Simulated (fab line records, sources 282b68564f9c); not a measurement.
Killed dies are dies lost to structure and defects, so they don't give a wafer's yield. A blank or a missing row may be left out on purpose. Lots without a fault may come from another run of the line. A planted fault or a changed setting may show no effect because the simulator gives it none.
Split-lot experiment | flow rit_cmos | 5 lots, 23 wafers read, on a route of 202 steps

THE SPLIT
At RIT_SILICIDE_SPUTTER_01 (material Ti, target thk 30 nm, time 240 s), the setting time_s was moved away from the recipe's 240 s on 5 of the 23 wafers read, by -11.5% to +14.0%. The other wafers ran this setting at the recipe's value.

FROM THE SPLIT TO THE READING: what the file shows between them, 1 step
- RIT_SILICIDE_RS_MEAS_02: measures by four-point-probe

THE READING
SILICIDE_TI_THK, in nm, at RIT_SILICIDE_THK_MEAS_03 (measures by xrf). Fault-free wafers of this fab line usually give 30.1 nm, standard deviation 0.32 nm.

wafer  | tool, chamber at the split | time_s as run, s | against the recipe | SILICIDE_TI_THK, nm | against lot-mates on the recipe
L076.1 | pvd_sputter-03, -          | 240              | recipe             | 29.9                | -
L076.2 | pvd_sputter-03, -          | 240              | recipe             | 30.0                | -
L076.4 | pvd_sputter-03, -          | 240              | recipe             | 29.8                | -
L076.5 | pvd_sputter-03, -          | 240              | recipe             | 29.7                | -
L076.6 | pvd_sputter-03, -          | 240              | recipe             | 30.3                | -
L077.1 | pvd_sputter-02, -          | 240              | recipe             | 30.6                | -
L077.2 | pvd_sputter-02, -          | 240              | recipe             | 30.4                | -
L077.3 | pvd_sputter-02, -          | 240              | recipe             | 30.5                | -
L077.5 | pvd_sputter-02, -          | 240              | recipe             | 30.7                | -
L077.6 | pvd_sputter-02, -          | 240              | recipe             | 30.5                | -
L078.2 | pvd_sputter-03, -          | 273.6            | +14.0%             | 34.2                | +4.3
L078.3 | pvd_sputter-03, -          | 273.6            | +14.0%             | 33.9                | +3.9
L078.4 | pvd_sputter-03, -          | 240              | recipe             | 29.9                | -
L078.5 | pvd_sputter-03, -          | 240              | recipe             | 30.0                | -
L078.6 | pvd_sputter-03, -          | 273.6            | +14.0%             | 34.2                | +4.3
L080.2 | pvd_sputter-03, -          | 240              | recipe             | 29.8                | -
L080.3 | pvd_sputter-03, -          | 240              | recipe             | 29.8                | -
L080.5 | pvd_sputter-03, -          | 240              | recipe             | 30.0                | -
L081.1 | pvd_sputter-01, -          | 240              | recipe             | 30.1                | -
L081.2 | pvd_sputter-01, -          | 212.5            | -11.5%             | 26.4                | -3.5
L081.3 | pvd_sputter-01, -          | 240              | recipe             | 30.0                | -
L081.4 | pvd_sputter-01, -          | 212.5            | -11.5%             | 26.5                | -3.4
L081.5 | pvd_sputter-01, -          | 240              | recipe             | 29.7                | -

THE FIT
A straight line over all 23 wafers: SILICIDE_TI_THK changes by +0.297 nm for each +1% of time_s; r = +0.99; the points scatter about the line by 0.31 nm.
The same after taking each lot's own level away (the mean of its wafers on the recipe; 23 wafers): +0.299 nm for each +1%; r = +1.00; scatter 0.15 nm.
On that fit, the largest move of time_s shifts the reading by 4.2 nm.
The lots' own levels span 29.87 to 30.54 nm, that is 2.1 times the standard deviation above.
So the lot-to-lot level changes the slope little: the two slopes agree.
Check: with one of the wafers moved furthest among these (+14.0%) left out of the fit, the line predicts +4.15 nm for it against its lot-mates. It came out at +4.25 nm against them.

OTHER SPLITS ON THESE WAFERS
These wafers also went through other splits before the reading. Each is held against what the fit with the lots' levels taken away leaves over:
other split on the same wafers | wafers away from the commonest value | r with SILICIDE_TI_THK (lot level and that fit taken away)
RIT_PLDD_IMPLANT_08 dose_cm2   | 10                                   | +0.08
RIT_NSD_COAT_01 spin_rpm       | 7                                    | -0.02
RIT_NSD_IMPLANT_08 energy_kev  | 4                                    | +0.12
RIT_PSD_SOFTBAKE_02 temp_c     | 9                                    | +0.19
RIT_PSD_IMPLANT_08 energy_kev  | 9                                    | -0.08

THE WHOLE CHAIN: every reading that the file lists as answering this split, in the file's order
step                     | what it does                              | reading                                                                           | change (the file's fit)               | r (the file's)
RIT_SILICIDE_SPUTTER_01  | material Ti, target thk 30 nm, time 240 s | Ti_of_SILICIDE_SPUTTER_01.thk_nm (the simulator's own value, which no gauge read) | +0.298 nm for each +1% of the setting | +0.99
RIT_SILICIDE_RS_MEAS_02  | measures by four-point-probe              | SILICIDE_TI_RS                                                                    | -0.585 for each +1% of the setting    | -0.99
RIT_SILICIDE_THK_MEAS_03 | measures by xrf                           | SILICIDE_TI_THK                                                                   | +0.301 for each +1% of the setting    | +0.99

THE FILE'S OWN FIT
SILICIDE_TI_THK changes by +0.301 nm for each +1% of time_s, r = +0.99.
